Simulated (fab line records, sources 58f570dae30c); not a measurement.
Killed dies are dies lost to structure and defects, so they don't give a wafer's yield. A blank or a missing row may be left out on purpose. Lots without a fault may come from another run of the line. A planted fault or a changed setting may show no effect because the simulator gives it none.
Split-lot experiment | flow berkeley_cmos170 | 5 lots, 23 wafers read, on a route of 331 steps

THE SPLIT
At UCB170_NSD_PEB_04, the setting peb_temp_c was moved away from the recipe's 130 C on 4 of the 23 wafers read, by -1.2% to +1.2%. The other wafers ran this setting at the recipe's value.

FROM THE SPLIT TO THE READING: what the file shows between them, 1 step
- UCB170_NSD_DEVELOP_05: develop time 45 s

THE READING
cd_nm, in nm, at UCB170_NSD_CD_MEAS_06 (target cd 1200 nm). Fault-free wafers of this fab line usually give 1199.4 nm, standard deviation 1.4 nm.

wafer  | tool, chamber at the split | peb_temp_c as run, C | against the recipe | cd_nm, nm | against lot-mates on the recipe
L074.1 | litho_track-01, 0          | 131.5                | +1.2%              | 1209.8    | +10.8
L074.2 | litho_track-01, 0          | 130                  | recipe             | 1199.5    | -
L074.3 | litho_track-01, 0          | 130                  | recipe             | 1198.1    | -
L074.5 | litho_track-01, 0          | 130                  | recipe             | 1199.3    | -
L074.6 | litho_track-01, 0          | 131.5                | +1.2%              | 1208.0    | +9.0
L076.2 | litho_track-03, 0          | 130                  | recipe             | 1198.5    | -
L076.3 | litho_track-03, 0          | 130                  | recipe             | 1198.7    | -
L076.4 | litho_track-03, 0          | 130                  | recipe             | 1199.2    | -
L076.5 | litho_track-03, 0          | 130                  | recipe             | 1199.4    | -
L076.6 | litho_track-03, 0          | 130                  | recipe             | 1198.1    | -
L084.1 | litho_track-02, 0          | 130                  | recipe             | 1200.0    | -
L084.3 | litho_track-02, 0          | 130                  | recipe             | 1199.1    | -
L084.6 | litho_track-02, 0          | 130                  | recipe             | 1198.9    | -
L083.1 | litho_track-01, 0          | 130                  | recipe             | 1201.3    | -
L083.3 | litho_track-01, 0          | 128.5                | -1.2%              | 1191.1    | -10.1
L083.4 | litho_track-01, 0          | 128.5                | -1.2%              | 1190.1    | -11.1
L083.5 | litho_track-01, 0          | 130                  | recipe             | 1200.8    | -
L083.6 | litho_track-01, 0          | 130                  | recipe             | 1201.4    | -
L085.1 | litho_track-03, 0          | 130                  | recipe             | 1199.3    | -
L085.2 | litho_track-03, 0          | 130                  | recipe             | 1199.8    | -
L085.4 | litho_track-03, 0          | 130                  | recipe             | 1198.9    | -
L085.5 | litho_track-03, 0          | 130                  | recipe             | 1198.1    | -
L085.6 | litho_track-03, 0          | 130                  | recipe             | 1197.5    | -

THE FIT
A straight line over all 23 wafers: cd_nm changes by +7.93 nm for each +1% of peb_temp_c; r = +0.97; the points scatter about the line by 1.1 nm.
The same after taking each lot's own level away (the mean of its wafers on the recipe; 23 wafers): +8.88 nm for each +1%; r = +0.99; scatter 0.65 nm.
On that fit, the largest move of peb_temp_c shifts the reading by 10 nm.
The lots' own levels span 1198.72 to 1201.17 nm, that is 1.7 times the standard deviation above.
So the lot-to-lot level changes the slope: the two fits differ.
Check: with one of the wafers moved furthest among these (+1.2%) left out of the fit, the line predicts +9.93 nm for it against its lot-mates. It came out at +10.8 nm against them.

OTHER SPLITS ON THESE WAFERS
These wafers also went through other splits before the reading. Each is held against what the fit with the lots' levels taken away leaves over:
other split on the same wafers    | wafers away from the commonest value | r with cd_nm (lot level and that fit taken away)
UCB170_PLDD_EXPOSE_03 dose_mj     | 7                                    | +0.22
UCB170_NLDD_IMPLANT_09 energy_kev | 9                                    | +0.02
UCB170_PSD_PEB_04 peb_temp_c      | 12                                   | +0.11
UCB170_PSD_IMPLANT_08 energy_kev  | 8                                    | +0.27

THE FILE'S OWN FIT
cd_nm changes by +8.9 nm for each +1% of peb_temp_c, r = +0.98.
